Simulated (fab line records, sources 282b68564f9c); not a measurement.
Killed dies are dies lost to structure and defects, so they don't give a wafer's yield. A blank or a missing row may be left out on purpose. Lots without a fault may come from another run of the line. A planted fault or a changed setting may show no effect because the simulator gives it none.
fab line records | flow rit_cmos
record lots=14 wafers=42 last_day=7
route steps=202 shown PWELL@47 PLDD@123 SDANNEAL@156 SILICIDE@167 M1@202
lots that met no fault: from a run of the same line without faults
start_h: hours from the record's first day to the start of the lot's first wafer shown | wait_h: hours since the lot's step before | " the same as in the row above | L1.1+2: a row that stands for several wafers | - no value, or no start given | * or withheld: withheld | < > ~ a bound
route shown NAME@n: a module of which the file shows steps, and the number in the route of the first | usual: mean/standard deviation of fault-free wafers | same: alike in all rows | chamber/n: place in a boat | sites: the reading at each site | _std_site: their standard deviation | _edge_site: outer sites' mean less inner sites' | radius_mm: how far each site lies from the wafer's centre | mask NAME#n: copy n | behind: the tool/chamber that last shaped the wafer | hold: why the lot was held/for how many hours/how that ended | device: the transistor (n, p or np) that didn't switch | end of line: the same wafers' tests at the end of the route | a step without rows: its recipe alone | killed: dies lost to structure and defects at the first sort, not the wafer's yield | map: a wafer's dies, x killed, . not, _ none there
set.NAME: the setting as run; set.NAME@STEP: as run at that earlier step | model.NAME: the simulator's own value behind a step, which no gauge read
steps of the route over a sample of lots; a table a step, a row a wafer
services: from which hour (start_h, from the record's first day; less than 0 if before it) a tool's chamber was out of use, for how many hours, and why
## steps
# step RIT_PWELL_IMPLANT_08
# recipe species=B energy_kev=170 dose_cm2=7e+13 tilt_deg=7
# usual beam_energy_keV=170.00/0.053
# columns lot.wafer tool chamber start_h wait_h beam_energy_keV
L287.1 implanter-02 0 32.37 0.2 169.98
L287.3 " 0 " " 170.08
L287.4 " 0 " " 170.04
L288.1 implanter-03 0 35.87 0.2 169.93
L288.2 " 0 " " 169.95
L288.3 " 0 " " 169.97
L289.3 implanter-04 0 36.29 0.2 170.01
L289.5 " 0 " " 170.00
L289.6 " 0 " " 169.98
L290.1 implanter-04 0 44.61 0.2 169.95
L290.2 " 0 " " 170.04
L290.3 " 0 " " 170.07
L293.1 implanter-04 0 53.95 0.2 170.06
L293.3 " 0 " " 169.96
L293.5 " 0 " " 170.00
L295.1 implanter-04 0 64.71 0.2 169.97
L295.3 " 0 " " 170.04
L295.5 " 0 " " 170.06
L296.1 implanter-02 0 74.70 0.2 170.02
L296.4 " 0 " " 169.92
L296.6 " 0 " " 169.98
L297.2 implanter-02 0 77.22 0.2 170.00
L297.3 " 0 " " 170.00
L297.4 " 0 " " 170.02
L298.1 implanter-02 0 80.03 0.2 170.02
L298.3 " 0 " " 170.04
L298.5 " 0 " " 170.04
L301.2 implanter-02 0 95.00 0.2 172.02
L301.3 " 0 " " 172.01
L301.5 " 0 " " 172.07
L302.3 implanter-02 0 100.52 0.2 171.93
L302.4 " 0 " " 172.01
L302.6 " 0 " " 171.95
L308.3 implanter-03 0 129.91 0.2 170.09
L308.4 " 0 " " 170.05
L308.5 " 0 " " 170.10
L309.1 implanter-03 0 135.22 0.2 169.89
L309.4 " 0 " " 169.91
L309.6 " 0 " " 169.98
L310.1 implanter-04 0 138.75 0.2 169.99
L310.2 " 0 " " 169.98
L310.6 " 0 " " 170.02
# step RIT_PLDD_STRIP_09
# recipe chemistry=O2 time_s=180 resist=NOVOLAK platen_temp_c=withheld power_w=500 pressure_mtorr=4000 o2_flow_sccm=4000
# usual drypump_motor_current_A=5.7/0.47 o2_flow_sccm=4000/14
# columns lot.wafer tool chamber start_h wait_h drypump_motor_current_A o2_flow_sccm rf_hours_counter_h
L287.1 plasma_asher-02 1 56.08 0.1 5.5 3976 41
L287.3 " 0 " " 5.5 4032 -
L287.4 " 1 " " 5.5 3986 -
L289.3 plasma_asher-02 0 60.51 0.1 5.6 4009 -
L289.5 " 0 " " 5.6 3988 -
L289.6 " 1 " " 5.5 4011 -
L288.1 plasma_asher-02 1 60.68 0.1 5.5 4013 42
L288.2 " 0 " " 5.6 3993 42
L288.3 " 1 " " 5.5 4002 -
L290.1 plasma_asher-02 0 66.92 0.1 5.6 4005 42
L290.2 " 1 " " 5.5 3966 42
L290.3 " 0 " " 5.6 4002 -
L293.1 plasma_asher-04 0 79.12 0.1 5.7 3994 28
L293.3 " 0 " " 5.7 4009 -
L293.5 " 1 " " 5.1 3981 -
L295.1 plasma_asher-02 1 88.81 0.2 5.5 4010 44
L295.3 " 1 " " 5.5 4002 -
L295.5 " 1 " " 5.5 4018 -
L297.2 plasma_asher-03 0 98.05 0.1 5.9 4003 48
L297.3 " 1 " " 6.7 3981 -
L297.4 " 0 " " 5.9 4012 -
L296.1 plasma_asher-03 0 99.15 0.1 5.9 3987 48
L296.4 " 1 " " 6.7 3992 -
L296.6 " 1 " " 6.7 4012 -
L298.1 plasma_asher-04 0 103.54 0.1 5.6 4016 30
L298.3 " 1 " " 5.1 3998 -
L298.5 " 1 " " 5.1 3990 -
L301.2 plasma_asher-02 1 118.94 0.1 5.5 4004 48
L301.3 " 1 " " 5.5 4001 -
L301.5 " 1 " " 5.5 4014 -
L302.3 plasma_asher-03 0 125.57 0.1 5.9 4015 -
L302.4 " 1 " " 6.7 3997 -
L302.6 " 0 " " 5.9 4000 -
L308.3 plasma_asher-03 0 152.77 0.1 5.9 3998 -
L308.4 " 1 " " 6.7 4006 -
L308.5 " 1 " " 6.7 4015 -
L309.1 plasma_asher-04 1 159.17 0.1 5.1 4007 36
L309.4 " 0 " " 5.6 3997 -
L309.6 " 1 " " 5.1 3982 -
L310.1 plasma_asher-03 0 163.55 0.1 5.9 4021 5
L310.2 " 1 " " 6.7 3978 5
L310.6 " 1 " " 6.7 3978 -
# step RIT_SDANNEAL_RTA_03
# recipe temp_c=1050 time_s=5 idle_temp_c=600 ramp_up_c_per_s=342 ramp_down_c_per_s=171 cool_to_c=600 ambient=N2
# usual wafer_temp_C_max=1053.5/1.1
# columns lot.wafer tool chamber start_h wait_h wafer_temp_C_max
L287.1 rtp_anneal-01 0 62.36 0.0 1052.4
L287.3 " 0 " " 1053.1
L287.4 " 0 " " 1053.0
L289.3 rtp_anneal-02 0 66.55 0.0 1051.5
L289.5 " 0 " " 1052.8
L289.6 " 0 " " 1055.2
L288.1 rtp_anneal-01 0 68.58 0.0 1054.3
L288.2 " 0 " " 1051.6
L288.3 " 0 " " 1052.4
L290.1 rtp_anneal-02 0 73.39 0.0 1053.2
L290.2 " 0 " " 1052.3
L290.3 " 0 " " 1055.6
L293.1 rtp_anneal-01 0 85.54 0.0 1053.1
L293.3 " 0 " " 1052.0
L293.5 " 0 " " 1052.1
L295.1 rtp_anneal-01 0 95.92 0.0 1055.9
L295.3 " 0 " " 1052.4
L295.5 " 0 " " 1053.4
L297.2 rtp_anneal-02 0 104.27 0.0 1052.6
L297.3 " 0 " " 1052.9
L297.4 " 0 " " 1054.7
L296.1 rtp_anneal-01 0 106.50 0.0 1053.7
L296.4 " 0 " " 1052.8
L296.6 " 0 " " 1054.1
L298.1 rtp_anneal-02 0 110.03 0.0 1052.9
L298.3 " 0 " " 1053.9
L298.5 " 0 " " 1056.1
L301.2 rtp_anneal-01 0 125.39 0.0 1052.8
L301.3 " 0 " " 1054.4
L301.5 " 0 " " 1054.3
L302.3 rtp_anneal-02 0 131.69 0.0 1052.0
L302.4 " 0 " " 1051.8
L302.6 " 0 " " 1053.2
L308.3 rtp_anneal-02 0 159.65 0.0 1053.8
L308.4 " 0 " " 1053.6
L308.5 " 0 " " 1053.1
L309.1 rtp_anneal-01 0 165.16 0.0 1053.4
L309.4 " 0 " " 1053.5
L309.6 " 0 " " 1053.0
L310.1 rtp_anneal-02 0 169.94 0.0 1053.6
L310.2 " 0 " " 1052.0
L310.6 " 0 " " 1053.8
# step RIT_SILICIDE_RTA_06
# recipe temp_c=750 time_s=10 idle_temp_c=25 ramp_up_s=5 ramp_down_s=10 cool_to_c=25 ambient=N2
# usual wafer_temp_C_max=753.5/0.79
# columns lot.wafer tool chamber start_h wait_h wafer_temp_C_max
L287.1 rtp_anneal-01 0 63.36 0.0 753.5
L287.3 " 0 " " 752.9
L287.4 " 0 " " 753.0
L289.3 rtp_anneal-02 0 67.55 0.0 754.7
L289.5 " 0 " " 754.8
L289.6 " 0 " " 753.9
L288.1 rtp_anneal-01 0 69.57 0.0 754.2
L288.2 " 0 " " 753.0
L288.3 " 0 " " 754.3
L290.1 rtp_anneal-02 0 74.39 0.0 754.4
L290.2 " 0 " " 753.5
L290.3 " 0 " " 753.9
L293.1 rtp_anneal-01 0 86.53 0.0 752.7
L293.3 " 0 " " 752.9
L293.5 " 0 " " 754.6
L295.1 rtp_anneal-01 0 96.97 0.0 753.5
L295.3 " 0 " " 752.6
L295.5 " 0 " " 753.1
L297.2 rtp_anneal-02 0 105.30 0.0 755.2
L297.3 " 0 " " 753.7
L297.4 " 0 " " 754.4
L296.1 rtp_anneal-01 0 107.54 0.0 753.7
L296.4 " 0 " " 752.6
L296.6 " 0 " " 752.4
L298.1 rtp_anneal-02 0 111.02 0.0 754.8
L298.3 " 0 " " 753.8
L298.5 " 0 " " 755.1
L301.2 rtp_anneal-01 0 126.40 0.0 753.0
L301.3 " 0 " " 752.5
L301.5 " 0 " " 753.7
L302.3 rtp_anneal-02 0 132.68 0.0 752.7
L302.4 " 0 " " 755.7
L302.6 " 0 " " 753.4
L308.3 rtp_anneal-02 0 160.66 0.0 753.5
L308.4 " 0 " " 752.7
L308.5 " 0 " " 752.8
L309.1 rtp_anneal-01 0 166.15 0.0 753.5
L309.4 " 0 " " 753.9
L309.6 " 0 " " 753.5
L310.1 rtp_anneal-02 0 170.95 0.0 753.8
L310.2 " 0 " " 753.2
L310.6 " 0 " " 753.1
# step RIT_M1_PROBE_99
# usual killed_at_contacts=0.0/0.18 killed_at_front_end=7/3 killed_dies=7/3 killed_open=3.6/1.9 killed_short=3.2/1.8
# same gross_dies=264 killed_at_M0_to_M3=0 killed_at_M4_up=0 killed_at_back_side=0 killed_at_other=0
# columns lot.wafer tool chamber start_h wait_h killed_at_contacts killed_at_front_end killed_dies killed_open killed_short
L295.1 prober-02 - 103.58 0.1 0 2 2 2 0
L295.3 prober-02 - 103.68 0.2 0 8 8 4 4
L295.5 prober-02 - 103.78 0.2 0 5 5 2 3
L297.2 prober-01 - 112.06 0.1 0 5 5 1 4
L297.3 prober-01 - 112.11 0.2 0 5 5 4 1
L297.4 prober-01 - 112.16 0.2 0 3 3 0 3
L296.1 prober-02 - 114.05 0.1 0 8 8 4 4
L296.4 prober-02 - 114.20 0.2 0 14 14 5 9
L296.6 prober-02 - 114.30 0.2 1 14 15 9 6
L308.3 prober-01 - 167.42 0.2 0 8 8 6 2
L308.4 prober-01 - 167.47 0.2 0 9 9 6 3
L308.5 prober-01 - 167.52 0.2 0 6 6 4 2
L309.1 prober-02 - 172.64 0.1 0 3 3 1 2
L309.4 prober-02 - 172.79 0.2 0 5 5 5 0
L309.6 prober-02 - 172.89 0.2 0 5 5 1 4
# killed by level:class
L295.1 GATE:geometric_particle:open=1 SILICIDE:geometric_particle:open=1
L295.3 GATE:geometric_particle:open=2 SILICIDE:geometric_particle:short=2 FOX1:geometric_particle:short=1 REOX:geometric_particle:open=1 REOX:geometric_particle:short=1 SILICIDE:geometric_particle:open=1
L295.5 FOX1:geometric_particle:open=1 FOX1:geometric_particle:short=1 GATE:geometric_particle:short=1 SPACER:geometric_particle:open=1 SILICIDE:geometric_particle:short=1
L297.2 GATE:geometric_particle:short=3 FOX1:geometric_particle:short=1 REOX:geometric_particle:open=1
L297.3 GATE:geometric_particle:open=3 GATE:geometric_particle:short=1 SPACER:geometric_particle:open=1
L297.4 GATE:geometric_particle:short=3
L296.1 FOX1:geometric_particle:open=2 GATE:geometric_particle:short=2 SPACER:geometric_particle:short=2 FOX2:geometric_particle:open=1 GATE:geometric_particle:open=1
L296.4 GATE:geometric_particle:short=4 GATE:geometric_particle:open=2 SPACER:geometric_particle:short=2 FOX1:geometric_particle:open=1 FOX1:geometric_particle:short=1 FOX2:geometric_particle:short=1 REOX:geometric_particle:open=1 SILICIDE:geometric_particle:short=1
L296.6 GATE:geometric_particle:open=4 GATE:geometric_particle:short=3 FOX2:geometric_particle:open=2 REOX:geometric_particle:open=1 SPACER:geometric_particle:open=1 SPACER:geometric_particle:short=1 SILICIDE:geometric_particle:open=1 SILICIDE:geometric_particle:short=1
L308.3 SILICIDE:geometric_particle:open=3 FOX1:geometric_particle:open=1 FOX2:geometric_particle:open=1 GATE:geometric_particle:open=1 GATE:geometric_particle:short=1 SILICIDE:geometric_particle:short=1
L308.4 FOX2:geometric_particle:open=2 REOX:geometric_particle:open=2 FOX2:geometric_particle:short=1 GATE:geometric_particle:short=1 GATE:geometric_particle:open=1 REOX:geometric_particle:short=1 SPACER:geometric_particle:open=1
L308.5 FOX1:geometric_particle:open=1 FOX1:geometric_particle:short=1 FOX2:geometric_particle:open=1 GATE:geometric_particle:open=1 GATE:geometric_particle:short=1 SPACER:geometric_particle:open=1
L309.1 GATE:geometric_particle:short=1 SPACER:geometric_particle:short=1 SILICIDE:geometric_particle:open=1
L309.4 FOX1:geometric_particle:open=2 SILICIDE:geometric_particle:open=2 SPACER:geometric_particle:open=1
L309.6 GATE:geometric_particle:short=3 FOX1:geometric_particle:short=1 GATE:geometric_particle:open=1
## services
# columns tool chamber start_h hours kind
implanter-02 - 51.63 2.8 repair
plasma_asher-04 - 73.26 1.3 repair
plasma_asher-03 - 108.75 9.0 pm
plasma_asher-03 0 108.75 9.0 vent_cycle
plasma_asher-03 1 108.75 9.0 vent_cycle
plasma_asher-03 0 117.75 - clean
plasma_asher-03 1 117.75 - clean
implanter-04 - 120.26 0.6 repair
plasma_asher-04 - 131.30 3.8 repair
implanter-04 - 134.47 1.3 repair
plasma_asher-02 - 153.93 14.6 pm
implanter-03 - 156.40 3.4 pm
plasma_asher-04 - 157.03 1.3 repair
## key
first_sign step=RIT_PWELL_IMPLANT_08 reading=beam_energy_keV direction=up sigmas=38 usual=170.00 struck=172.00
effect none on later readings
met_at RIT_PWELL_IMPLANT_08
struck_lots L301,L302
tester_left_out L301,L302
not_acting_at RIT_PLDD_STRIP_09,RIT_SDANNEAL_RTA_03,RIT_SILICIDE_RTA_06
onset_between 80.03 95.00
fault kind=process_parameter_drift tool=implanter-02 chamber=- onset_h=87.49 steps=RIT_PWELL_IMPLANT_08 channel=energy_kev offset=1.9459 shape=step end_h=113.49 acts_in=these_recipes_only stated=170
# tester_left_out: of these lots the tester's yield and bins aren't shown, on N5 and GAA mostly nor the transistor test; their killed dies are dies lost to structure and defects alone, not to doping, threshold or leakage, so they don't give the yield
